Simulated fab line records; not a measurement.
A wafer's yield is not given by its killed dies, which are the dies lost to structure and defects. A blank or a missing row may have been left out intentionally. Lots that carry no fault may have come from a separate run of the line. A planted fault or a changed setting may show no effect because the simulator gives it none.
The tool behind it: which one? | flow berkeleyCmos170 | 14 lots with 42 wafers sampled at 5 steps, on a route of 331 steps

## WHAT THE GAUGES READ, wafer by wafer
UCB170_PWELL_OVL_MEAS_13. Usual: for PWELL_OVL the level is -3 nm and the standard deviation is 6.4.
lot  | measured    | on         | PWELL_OVL (nm) | flag
L905 | day 4 03:20 | overlay-02 | 9 1 3          | 
L906 | day 4 03:28 | overlay-01 | -5 0 -5        | 
L904 | day 4 03:45 | overlay-01 | 3 7 7          | 
L909 | day 4 04:10 | overlay-01 | -1 -8 -7       | 
L910 | day 4 04:11 | overlay-02 | -1 2 -3        | 
L907 | day 4 04:28 | overlay-01 | -5 -3 -6       | 
L911 | day 4 18:46 | overlay-02 | -8 -7 -11      | 
L916 | day 5 20:28 | overlay-02 | -12 -10 -13    | 
L918 | day 6 12:34 | overlay-01 | -3 1 2         | 
L920 | day 6 19:43 | overlay-02 | 3 2 -5         | 
L919 | day 6 20:31 | overlay-01 | -5 -3 -4       | 
L921 | day 6 22:40 | overlay-01 | -11 -8 -15     | 
L922 | day 6 23:01 | overlay-02 | -1 -2 4        | 
L927 | day 7 22:35 | overlay-02 | -3 -6 -12      | 

UCB170_SACOX_THK_MEAS_02. Usual: for SACOX_OXIDE_THK the level is 14.39 nm and the standard deviation is 0.21.
lot  | measured     | on           | SACOX_OXIDE_THK (nm) | flag
L905 | day 6 17:17  | filmMetro-03 | 14.41 14.30 14.44    | 
L906 | day 6 17:13  | filmMetro-03 | 13.98 14.05 14.22    | 
L904 | day 6 20:20  | filmMetro-02 | 14.48 14.28 14.31    | 
L909 | day 6 20:25  | filmMetro-03 | 14.17 14.15 14.25    | 
L910 | day 6 20:23  | filmMetro-02 | 14.27 14.36 14.32    | 
L907 | day 6 20:20  | filmMetro-04 | 14.73 14.46 14.61    | 
L911 | day 7 06:06  | filmMetro-02 | 13.97 13.94 14.25    | 
L916 | day 8 00:05  | filmMetro-02 | 14.22 14.19 14.55    | 
L918 | day 9 02:51  | filmMetro-04 | 14.87 14.77 14.82    | 
L920 | day 9 10:26  | filmMetro-04 | 14.75 14.38 14.48    | 
L919 | day 9 10:23  | filmMetro-04 | 14.51 14.57 14.82    | 
L921 | day 9 10:22  | filmMetro-02 | 14.57 14.27 14.26    | 
L922 | day 9 10:26  | filmMetro-02 | 14.84 14.67 14.79    | 
L927 | day 10 13:17 | filmMetro-04 | 14.46 14.24 14.46    | 

UCB170_NLDD_TW_MEAS_11. Usual: for NLDD_TW the level is 2214 and the standard deviation is 9.6.
lot  | measured     | on           | NLDD_TW        | flag
L905 | day 8 03:03  | filmMetro-03 | 2212 2211 2217 | 
L906 | day 8 02:43  | filmMetro-04 | 2209 2209 2204 | 
L904 | day 8 09:39  | filmMetro-04 | 2216 2219 2221 | 
L909 | day 8 09:56  | filmMetro-03 | 2205 2205 2202 | 
L910 | day 8 08:17  | filmMetro-03 | 2214 2218 2212 | 
L907 | day 8 09:31  | filmMetro-03 | 2211 2210 2202 | 
L911 | day 8 20:15  | filmMetro-04 | 2213 2213 2210 | 
L916 | day 9 15:13  | filmMetro-01 | 2227 2235 2235 | 
L918 | day 10 13:13 | filmMetro-04 | 2222 2204 2206 | 
L920 | day 11 02:46 | filmMetro-04 | 2228 2221 2230 | 
L919 | day 11 01:56 | filmMetro-03 | 2201 2203 2193 | 
L921 | day 11 02:10 | filmMetro-04 | 2218 2227 2223 | 
L922 | day 11 03:02 | filmMetro-01 | 2235 2230 2230 | 
L927 | day 12 01:59 | filmMetro-04 | 2207 2210 2210 | 

UCB170_SPACER_THK_MEAS_01. Usual: for SPACER_TEOS_THK the level is 376 nm and the standard deviation is 4.8.
lot  | measured     | on           | SPACER_TEOS_THK (nm) | flag
L905 | day 8 03:21  | filmMetro-02 | 374 377 383          | 
L906 | day 8 02:59  | filmMetro-01 | 370 371 378          | 
L904 | day 8 09:56  | filmMetro-04 | 369 372 377          | 
L909 | day 8 10:13  | filmMetro-04 | 372 376 376          | 
L910 | day 8 08:34  | filmMetro-02 | 370 371 369          | 
L907 | day 8 09:48  | filmMetro-02 | 374 371 379          | 
L911 | day 8 20:32  | filmMetro-04 | 375 377 382          | 
L916 | day 9 15:31  | filmMetro-02 | 379 378 381          | 
L918 | day 10 13:32 | filmMetro-04 | 328 331 335          | OFF
L920 | day 11 03:06 | filmMetro-01 | 371 376 380          | 
L919 | day 11 02:14 | filmMetro-01 | 327 330 335          | OFF
L921 | day 11 02:28 | filmMetro-02 | 373 380 386          | 
L922 | day 11 03:22 | filmMetro-01 | 369 365 376          | 
L927 | day 12 02:26 | filmMetro-04 | 370 371 373          | 

## WHAT TOOL EACH LOT RAN ON (gives the tool, then ch and the chambers of the sampled wafers, and finally the start)
lot  | UCB170_SPACER_CVD_00
L905 | pecvd-04 ch 0,1,2, day 8 03:17
L906 | pecvd-02 ch 0,1,2, day 8 02:56
L904 | pecvd-04 ch 0,1, day 8 09:52
L909 | pecvd-01 ch 0,1,2, day 8 10:10
L910 | pecvd-01 ch 0,1,2, day 8 08:32
L907 | pecvd-02 ch 0,2, day 8 09:45
L911 | pecvd-04 ch 1,2, day 8 20:29
L916 | pecvd-02 ch 0,2, day 9 15:28
L918 | pecvd-04 ch 1,2, day 10 13:29
L920 | pecvd-01 ch 1,2, day 11 03:00
L919 | pecvd-04 ch 1,2, day 11 02:11
L921 | pecvd-02 ch 0,1, day 11 02:25
L922 | pecvd-01 ch 0,2, day 11 03:20
L927 | pecvd-02 ch 0,1, day 12 02:23
- UCB170_SPACER_CVD_00: deposits SiO2 from TEOS/O2, target thk 376 nm, time 47 s.

## AS READ BY THE TOOLS THEMSELVES (means over the sampled wafers that have a number; for cases with no such wafer, the mark the record gives instead)
UCB170_SPACER_CVD_00. Usual: heaterPowerW 253 W, standard deviation 43.
lot  | tool     | heaterPowerW (W) | flag
L905 | pecvd-04 | 200              | 
L906 | pecvd-02 | 276              | 
L904 | pecvd-04 | 212              | 
L909 | pecvd-01 | 282              | 
L910 | pecvd-01 | 273              | 
L907 | pecvd-02 | 265              | 
L911 | pecvd-04 | 225              | 
L916 | pecvd-02 | 311              | 
L918 | pecvd-04 | 237              | 
L920 | pecvd-01 | 289              | 
L919 | pecvd-04 | 236              | 
L921 | pecvd-02 | 238              | 
L922 | pecvd-01 | 288              | 
L927 | pecvd-02 | 259              | 

## THE ANSWER, worked out from the rows above alone
Rule: lot off if the mean of its wafers having a number is beyond 3 standard deviations from the usual mean. Also off: a lot with no number at a reading for which 4 or more lots have one. All remaining lots with rows at the step are treated as sound. Order of review: gauges by route order, followed by the tools' own readings, for which a lot's mean as printed above is used. The first step at which some lot is off is used, and at that step the reading that is off furthest; a lot without a number counts as furthest.
Off: L918, L919, at UCB170_SPACER_THK_MEAS_01 (SPACER_TEOS_THK).
A tool fits if, at a process step before that reading, it ran every lot that is off, and no sound lot after the first of them. The gauges at UCB170_SPACER_THK_MEAS_01 are tried like those tools. One fits: pecvd-04 at UCB170_SPACER_CVD_00. Its last sound lot is L911 (day 8 20:29), its first lot that is off L918 (day 10 13:29): a fault that began between those two fits.

## WHAT THE SIMULATOR HAD PUT IN
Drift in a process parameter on pecvd-04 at UCB170_SPACER_CVD_00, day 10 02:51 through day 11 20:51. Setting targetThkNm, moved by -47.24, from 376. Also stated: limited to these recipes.
Lots struck among those shown: L918, L919. The rule above reached the same finding.
